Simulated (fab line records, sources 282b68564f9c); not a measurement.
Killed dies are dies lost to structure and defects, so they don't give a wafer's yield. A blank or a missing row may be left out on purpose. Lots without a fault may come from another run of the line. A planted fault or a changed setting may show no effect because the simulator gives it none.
One fault seen from 2 desks | flow rit_cmos | each desk has only its own numbers; what lay behind them comes last

THE TOOL OWNER'S DESK: litho_track-02
The tool's own readings at RIT_M1_SOFTBAKE_05 (time 60 s): means of the sampled wafers that have a number, for each lot that ran on this tool. A lot is out of limits, marked OUT, if its mean lies more than 4 standard deviations from the usual mean; the brackets give that distance.
Columns: A = heater_power_total_W at RIT_M1_SOFTBAKE_05, usual 34.56 W; B = run_length_s at RIT_M1_SOFTBAKE_05, usual 89.05 s
lot  | first seen here | A               | B
L614 | day 3 11:39     | 34.54           | 88.94
L615 | day 3 15:40     | 34.61           | 88.94
L616 | day 4 00:44     | 34.58           | 88.96
L617 | day 4 04:04     | 34.56           | 88.98
L620 | day 4 17:44     | 34.52           | 88.90
L622 | day 5 03:46     | 34.55           | 88.92
L626 | day 5 22:19     | 34.52           | 88.98
L627 | day 6 04:32     | 38.11 (+72) OUT | 72.12 (-89) OUT
L630 | day 6 18:21     | 38.11 (+72) OUT | 72.00 (-90) OUT
This desk's finding: out of limits on L627, L630; first on L627, day 6 04:32 (heater_power_total_W at RIT_M1_SOFTBAKE_05). In limits: L614, L615, L616, L617, L620, L622, L626.

THE METROLOGY DESK
What the gauges read, lot by lot, whatever tool the lot ran on: means of the sampled wafers that have a number. A lot is out of limits, marked OUT, if its mean lies more than 4 standard deviations from the usual mean; the brackets give that distance.
Columns: A = SILICIDE_TI_RS at RIT_SILICIDE_RS_MEAS_02, usual 47.7 ohm/sq
lot  | first seen here | A
L614 | day 3 08:13     | 48.6
L615 | day 3 12:11     | 47.2
L616 | day 3 21:23     | 47.7
L617 | day 4 00:29     | 47.3
L620 | day 4 14:13     | 48.6
L621 | day 4 19:33     | 47.6
L622 | day 5 00:08     | 48.1
L623 | day 5 05:21     | 48.2
L626 | day 5 18:41     | 48.3
L627 | day 6 01:03     | 46.9
L629 | day 6 10:17     | 48.7
L630 | day 6 14:56     | 47.1
L635 | day 7 17:04     | 47.2
L636 | day 7 21:53     | 47.5
This desk's finding: nothing out of limits on any of the 14 lots.

PUT TOGETHER
The tool owner's desk could have raised an alarm at day 6 04:32, on L627, L630.
The metrology desk saw nothing out of limits.
The metrology desk has L627, L630 on record, within its limits.
Of the lots named, all ran RIT_M1_SOFTBAKE_05 on litho_track-02.

WHAT THE SIMULATOR HAD PUT IN
Process parameter drift: litho_track-02, from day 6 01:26 on, at RIT_M1_SOFTBAKE_05. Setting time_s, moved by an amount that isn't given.
Lots struck among those shown: L627, L630.
Hours from the fault's start to each desk's first reading out of limits: the tool owner's desk, 3.
